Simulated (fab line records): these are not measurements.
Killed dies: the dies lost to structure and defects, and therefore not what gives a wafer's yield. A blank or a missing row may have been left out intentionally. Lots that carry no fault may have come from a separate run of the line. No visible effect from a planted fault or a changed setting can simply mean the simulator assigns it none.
Split-lot trial | flow rit cmos | 23 wafers read across 5 lots, on a route 202 steps long

== THE SPLIT ==
At RIT_NLDD_COAT_01 (resist thk 1000 nm), the setting resist thk nm was moved away from the recipe's 1000 nm on 11 of the 23 wafers read, by -5.0% to +3.3%. For the rest of the wafers, this setting stayed at what the recipe calls for.

== BETWEEN THE SPLIT AND THE READING: the file shows 1 step in between ==
- RIT_NLDD_DEVELOP_05: develop time 50 s (also split here: develop time s)

== THE READING ==
NOVOLAK_of_NLDD_COAT_01.thk nm (the simulator's own value, which no gauge read), in nm, at RIT_NLDD_HARDBAKE_07 (time 60 s). The file gives no usual value for it. The 12 wafers here that ran the recipe average 883.4 nm, standard deviation 2.5 nm.

wafer  | tool, chamber at the split | resist thk nm as run, nm | against the recipe | NOVOLAK_of_NLDD_COAT_01.thk nm, nm | against lot-mates on the recipe
L074.1 | litho track-03, 0          | 1000                     | recipe             | 884.9                              | -
L074.2 | litho track-03, 0          | 970.1                    | -3.0%              | 857.4                              | -27.6
L074.3 | litho track-03, 0          | 1000                     | recipe             | 884.8                              | -
L074.5 | litho track-03, 0          | 1000                     | recipe             | 885.4                              | -
L074.6 | litho track-03, 0          | 970.1                    | -3.0%              | 859.8                              | -25.2
L076.1 | litho track-03, 0          | 1000                     | recipe             | 881                                | -
L076.3 | litho track-03, 0          | 1000                     | recipe             | 882.3                              | -
L076.6 | litho track-03, 0          | 1000                     | recipe             | 880.8                              | -
L077.1 | litho track-04, 0          | 949.7                    | -5.0%              | 837.5                              | -43.2
L077.2 | litho track-04, 0          | 949.7                    | -5.0%              | 838.9                              | -41.8
L077.4 | litho track-04, 0          | 949.7                    | -5.0%              | 837.9                              | -42.8
L077.5 | litho track-04, 0          | 1000                     | recipe             | 881.4                              | -
L077.6 | litho track-04, 0          | 1000                     | recipe             | 880                                | -
L079.1 | litho track-03, 0          | 984.1                    | -1.6%              | 867.4                              | -15.8
L079.2 | litho track-03, 0          | 984.1                    | -1.6%              | 869.3                              | -13.9
L079.4 | litho track-03, 0          | 1000                     | recipe             | 885.5                              | -
L079.5 | litho track-03, 0          | 984.1                    | -1.6%              | 867                                | -16.2
L079.6 | litho track-03, 0          | 1000                     | recipe             | 880.9                              | -
L081.2 | litho track-01, 0          | 1033                     | +3.3%              | 912.9                              | +25.8
L081.5 | litho track-01, 0          | 1033                     | +3.3%              | 912.9                              | +25.8
L081.3 | litho track-01, 0          | 1000                     | recipe             | 886.4                              | -
L081.4 | litho track-01, 0          | 1033                     | +3.3%              | 916.1                              | +29.0
L081.6 | litho track-01, 0          | 1000                     | recipe             | 887.9                              | -

THE FIT
A straight line over all 23 wafers: NOVOLAK_of_NLDD_COAT_01.thk nm changes by +9.04 nm for each +1% of resist thk nm; r = +0.99; the points scatter about the line by 2.2 nm.
The same after taking each lot's own level away (the mean of its wafers on the recipe; 23 wafers): +8.44 nm for each +1%; r = +1.00; scatter 1.4 nm.
On that fit, the largest move of resist thk nm shifts the reading by 42 nm.
From 880.70 to 887.15 nm: that is the span of the lots' own levels, equal to 2.5 times the standard deviation above.
Hence the lot-to-lot level has little effect on the slope; both slopes agree.
Check: for one of the wafers moved furthest among these (-5.0%), held out of the fit, the line's prediction against its lot-mates is -42.9 nm. It came out at -43.2 nm against them.

== FURTHER SPLITS ON THESE WAFERS ==
Before the reading, these wafers also passed through other splits. Each is held against what the fit with the lots' levels taken away leaves over:
other split on the same wafers       | wafers away from the commonest value | r with NOVOLAK_of_NLDD_COAT_01.thk nm (lot level and that fit taken away)
RIT_ACTIVE_COAT_06 resist thk nm     | 8                                    | -0.35
RIT_ACTIVE_DEVELOP_10 develop time s | 11                                   | +0.21
RIT_ACTIVE_ETCH_13 rf w              | 11                                   | -0.04
RIT_NWELL_IMPLANT_08 dose cm2        | 8                                    | +0.09
RIT_NRETRO_IMPLANT_08 energy kev     | 7                                    | +0.01
RIT_PRETRO_IMPLANT_08 dose cm2       | 10                                   | +0.21
RIT_GATE_CVD_08 pressure mtorr       | 18                                   | -0.19
RIT_NLDD_DEVELOP_05 develop time s   | 2                                    | -0.09

== THE WHOLE CHAIN: every reading that the file lists as answering this split, in the file's order ==
step                 | what it does       | reading                                                                         | change (the file's fit)              | r (the file's)
RIT_NLDD_COAT_01     | resist thk 1000 nm | NOVOLAK_of_NLDD_COAT_01.thk nm (the simulator's own value, which no gauge read) | +9.75 nm for each +1% of the setting | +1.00
RIT_NLDD_HARDBAKE_07 | time 60 s          | NOVOLAK_of_NLDD_COAT_01.thk nm (the simulator's own value, which no gauge read) | +8.53 nm for each +1% of the setting | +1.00

== THE FILE'S OWN FIT ==
NOVOLAK_of_NLDD_COAT_01.thk nm changes by +8.53 nm for each +1% of resist thk nm, r = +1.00.
